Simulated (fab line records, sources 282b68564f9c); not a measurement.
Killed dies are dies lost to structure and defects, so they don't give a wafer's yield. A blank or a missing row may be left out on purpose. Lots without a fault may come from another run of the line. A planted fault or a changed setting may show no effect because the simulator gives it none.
fab line records | flow rit_cmos
record lots=5 wafers=15 last_day=7
route steps=202 shown FOX2@25 NWELL@28
lots that met no fault: from a run of the same line without faults
start_h: hours from the record's first day to the start of the lot's first wafer shown | wait_h: hours since the lot's step before | " the same as in the row above | L1.1+2: a row that stands for several wafers | - no value, or no start given | * or withheld: withheld | < > ~ a bound
route shown NAME@n: a module of which the file shows steps, and the number in the route of the first | usual: mean/standard deviation of fault-free wafers | same: alike in all rows | chamber/n: place in a boat | sites: the reading at each site | _std_site: their standard deviation | _edge_site: outer sites' mean less inner sites' | radius_mm: how far each site lies from the wafer's centre | mask NAME#n: copy n | behind: the tool/chamber that last shaped the wafer | hold: why the lot was held/for how many hours/how that ended | device: the transistor (n, p or np) that didn't switch | end of line: the same wafers' tests at the end of the route | a step without rows: its recipe alone | killed: dies lost to structure and defects at the first sort, not the wafer's yield | map: a wafer's dies, x killed, . not, _ none there
set.NAME: the setting as run; set.NAME@STEP: as run at that earlier step | model.NAME: the simulator's own value behind a step, which no gauge read
lots at some steps of the route; a table a step, a row a wafer
services: from which hour (start_h, from the record's first day; less than 0 if before it) a tool's chamber was out of use, for how many hours, and why
## steps
# step RIT_FOX2_CLEAN_02
# recipe chemistry=dHF dilution=50:1 time_s=180
# step RIT_FOX2_WET_ETCH_03
# recipe chemistry=H3PO4 target=Si3N4 target_depth_nm=195 temp_c=165 time_s=2700
# step RIT_FOX2_THK_MEAS_90
# recipe reads=SiO2_of_FOX2_OXIDATION_00
# usual FIELD_OXIDE_LEFT_1_THK=326/6.3
# columns lot.wafer tool chamber start_h wait_h FIELD_OXIDE_LEFT_1_THK[nm]
L571.2 film_metro-02 - 26.18 0.0 328
L571.3 " - " " 327
L571.6 " - " " 325
L573.1 film_metro-03 - 29.99 0.0 328
L573.2 " - " " 329
L573.6 " - " " 330
L574.1 film_metro-02 - 41.19 0.0 320
L574.3 " - " " 319
L574.4 " - " " 323
L588.1 film_metro-04 - 113.66 0.0 333
L588.2 " - " " 332
L588.6 " - " " 325
L592.1 film_metro-04 - 130.32 0.0 337
L592.3 " - " " 336
L592.4 " - " " 336
# step RIT_NWELL_HMDS_00
# recipe prime_time_s=60 prime_temp_c=140
# step RIT_NWELL_COAT_01
# recipe resist=NOVOLAK spin_rpm=2000 resist_thk_nm=1300
# step RIT_NWELL_SOFTBAKE_02
# recipe resist=NOVOLAK temp_c=89.25 time_s=60
# step RIT_NWELL_EXPOSE_03
# recipe mask_id=M2 na=0.57 target_cd_nm=43900 dose_mj=250
# step RIT_NWELL_PEB_04
# recipe resist=NOVOLAK temp_c=withheld time_s=withheld
# step RIT_NWELL_DEVELOP_05
# recipe resist=NOVOLAK develop_time_s=68 dev_temp_c=23
# step RIT_NWELL_OVL_MEAS_06
# usual NWELL_OVL=0.3/1.4
# columns lot.wafer tool chamber start_h wait_h NWELL_OVL[nm]
L571.2 overlay-01 - 27.55 - -0.1
L571.3 " - " " -1.8
L571.6 " - " " 1.3
L573.1 overlay-02 - 31.05 - 2.1
L573.2 " - " " 1.5
L573.6 " - " " 0.0
L574.1 overlay-01 - 42.26 - -0.3
L574.3 " - " " -1.7
L574.4 " - " " 0.6
L588.1 overlay-01 - 114.60 - 2.5
L588.2 " - " " 3.0
L588.6 " - " " 0.4
L592.1 overlay-01 - 131.38 - 2.5
L592.3 " - " " 1.0
L592.4 " - " " -0.7
# step RIT_NWELL_HARDBAKE_07
# recipe resist=NOVOLAK temp_c=140 time_s=120
# step RIT_NWELL_IMPLANT_08
# recipe species=P energy_kev=170 dose_cm2=4.898e+13 tilt_deg=7
# step RIT_NWELL_STRIP_09
# recipe chemistry=O2 time_s=180 resist=NOVOLAK platen_temp_c=withheld power_w=500 pressure_mtorr=4000 o2_flow_sccm=4000
# usual drypump_motor_current_A=5.9/0.41 run_length_s=208.3/0.51
# columns lot.wafer tool chamber start_h wait_h drypump_motor_current_A rf_hours_counter_h run_length_s model.NOVOLAK_of_NWELL_COAT_01.thk_nm
L571.2 plasma_asher-04 0 28.40 0.1 6.2 20 208.3 0
L571.3 " 0 " " 6.2 - 208.6 0
L571.6 " 0 " " 6.2 - 208.1 0
L573.1 plasma_asher-04 1 31.49 0.1 5.5 21 208.2 0
L573.2 " 0 " " 6.2 21 208.2 0
L573.6 " 0 " " 6.2 - 208.6 0
L574.1 plasma_asher-04 1 42.69 0.1 5.5 22 72.6 335.2
L574.3 " 0 " " 6.2 - 72.5 335.2
L574.4 " 1 " " 5.5 - 72.2 335.9
L588.1 plasma_asher-04 1 115.05 0.1 5.5 32 208.7 0
L588.2 " 0 " " 6.2 32 208.3 0
L588.6 " 0 " " 6.2 - 208.4 0
L592.1 plasma_asher-01 1 131.82 0.1 6.5 0 207.9 0
L592.3 " 1 " " 6.5 - 207.4 0
L592.4 " 0 " " 5.4 - 208.6 0
# step RIT_NWELL_TW_MEAS_10
# usual NWELL_TW=2113/22
# columns lot.wafer tool chamber start_h wait_h NWELL_TW
L571.2 film_metro-01 - 28.58 0.1 2146
L571.3 " - " " 2126
L571.6 " - " " 2133
L573.1 film_metro-04 - 31.66 0.1 2141
L573.2 " - " " 2119
L573.6 " - " " 2145
L574.1 film_metro-04 - 42.87 0.1 2151
L574.3 " - " " 2147
L574.4 " - " " 2132
L588.1 film_metro-03 - 115.22 0.1 2095
L588.2 " - " " 2101
L588.6 " - " " 2095
L592.1 film_metro-04 - 131.99 0.1 2145
L592.3 " - " " 2147
L592.4 " - " " 2146
## services
# columns tool chamber start_h hours kind
plasma_asher-01 - 15.29 2.2 repair
plasma_asher-04 - 22.17 2.4 repair
plasma_asher-01 - 106.39 14.1 pm
plasma_asher-01 - 120.52 9.0 pm
plasma_asher-01 0 120.52 9.0 vent_cycle
plasma_asher-01 1 120.52 9.0 vent_cycle
plasma_asher-01 0 129.52 - clean
plasma_asher-01 1 129.52 - clean
## key
first_sign step=RIT_NWELL_STRIP_09 reading=run_length_s direction=down sigmas=99+ usual=* struck=*
effect none on later readings
model_effect step=RIT_NWELL_STRIP_09 value=NOVOLAK_of_NWELL_COAT_01.thk_nm without=0 struck=335.4
met_at RIT_NWELL_STRIP_09
struck_wafers L574.1,L574.3,L574.4
later_rows_left_out L574.1,L574.3,L574.4
sort_left_out L574.1,L574.3,L574.4
tester_left_out L574
onset_between 31.49 42.69
fault kind=strip_aborted tool=plasma_asher-04 chamber=- onset_h=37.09 steps=RIT_NWELL_STRIP_09 offset=0.6 end_h=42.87
# tester_left_out: of these lots the tester's yield and bins aren't shown, on N5 and GAA mostly nor the transistor test; their killed dies are dies lost to structure and defects alone, not to doping, threshold or leakage, so they don't give the yield
# sort_left_out: the simulated sort isn't trusted on such a fault, so these wafers' sort isn't shown, and their yield isn't known
# later_rows_left_out: the simulator's readings of these wafers behind a module that went badly wrong aren't trusted and aren't shown, but for the sort
